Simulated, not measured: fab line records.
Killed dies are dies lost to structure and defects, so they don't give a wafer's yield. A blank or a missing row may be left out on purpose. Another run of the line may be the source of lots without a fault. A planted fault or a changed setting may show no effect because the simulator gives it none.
One fault seen from 2 desks    flow ritCmos    only its own numbers are on each desk; what lay behind them is given at the end

DESK OF THE TOOL OWNER: lpcvd-02
The tool's own readings at RIT_GATE_CVD_08 (deposits poly-Si from SiH4, target thk 250 nm, time 2220 s): means of the sampled wafers that have a number, for each lot that ran on this tool. A lot is out of limits, marked OUT, if its mean lies more than 4 standard deviations from the usual mean; the brackets give that distance.
Columns: A = pressureMtorr at RIT_GATE_CVD_08, usual 300.0 mTorr; B = zonePowerCentrePct at RIT_GATE_CVD_08, usual 25.7 %; C = zonePowerSourcePct at RIT_GATE_CVD_08, usual 11.3 %
lot   first seen here  A                B     C
L729  day 2 10:14      300.0            23.9  12.5
L740  day 4 17:51      300.6            22.4  10.7
L743  day 5 09:00      300.2            22.6  10.6
L744  day 5 13:46      360.0 (+95) OUT  23.7  12.6
L747  day 6 04:11      359.7 (+95) OUT  22.3  10.6
This desk finds L744, L747 out of limits, L744 being first, at day 5 13:46 (pressureMtorr at RIT_GATE_CVD_08). Within limits: L729, L740, L743.

FROM THE METROLOGY DESK
What the gauges read for every lot (on any tool): the sampled wafers with a number, averaged. A lot is out of limits, marked OUT, if its mean lies more than 4 standard deviations from the usual mean; the brackets give that distance.
Columns: A = FOX2_OXIDE_THK at RIT_FOX2_THK_MEAS_01, usual 353 nm; B = FIELD_OXIDE_LEFT_1_THK at RIT_FOX2_THK_MEAS_90, usual 325 nm; C = PRETRO_TW at RIT_PRETRO_TW_MEAS_10, usual 472; D = GATE_POLY_THK at RIT_GATE_THK_MEAS_09, usual 249.3 nm
lot   first seen here  A    B    C    D
L729  day 1 18:36      350  323  470  249.8
L730  day 2 02:16      365  337  474  251.4
L731  day 2 05:14      357  329  469  253.3
L733  day 2 14:28      351  324  475  251.0
L734  day 2 19:27      355  328  475  250.4
L735  day 3 01:49      355  328  470  248.9
L738  day 3 15:28      343  316  476  248.9
L739  day 3 20:20      355  328  477  253.5
L740  day 4 01:22      356  329  478  246.3
L743  day 4 17:58      346  319  477  247.2
L744  day 4 21:24      349  322  468  270.8 (+9.4) OUT
L747  day 5 13:28      352  324  469  270.6 (+9.3) OUT
L749  day 5 23:54      353  326  470  251.3
L752  day 6 13:23      348  321  470  248.1
Finding of this desk: L744, L747 out of limits, first seen on L744 at day 5 16:11 (GATE_POLY_THK at RIT_GATE_THK_MEAS_09). Within limits: L729, L730, L731, L733, L734, L735, L738, L739, L740, L743, L749, L752.

ALL TOGETHER
At day 5 13:46, on L744, L747, the tool owner's desk was in a position to raise an alarm.
An alarm was possible from the metrology desk at day 5 16:11, on L744, L747.
The lots listed all ran RIT_GATE_CVD_08 on lpcvd-02.

WHAT HAD BEEN PUT IN BY THE SIMULATOR
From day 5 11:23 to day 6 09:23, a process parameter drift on lpcvd-02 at RIT_GATE_CVD_08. The setting pressureMtorr was moved by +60, starting from 300. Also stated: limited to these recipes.
Lots struck among those shown: L744, L747.
Delay (hours) between the fault's onset and each desk's first out-of-limits reading: 2 at the tool owner's desk, 5 at the metrology desk.
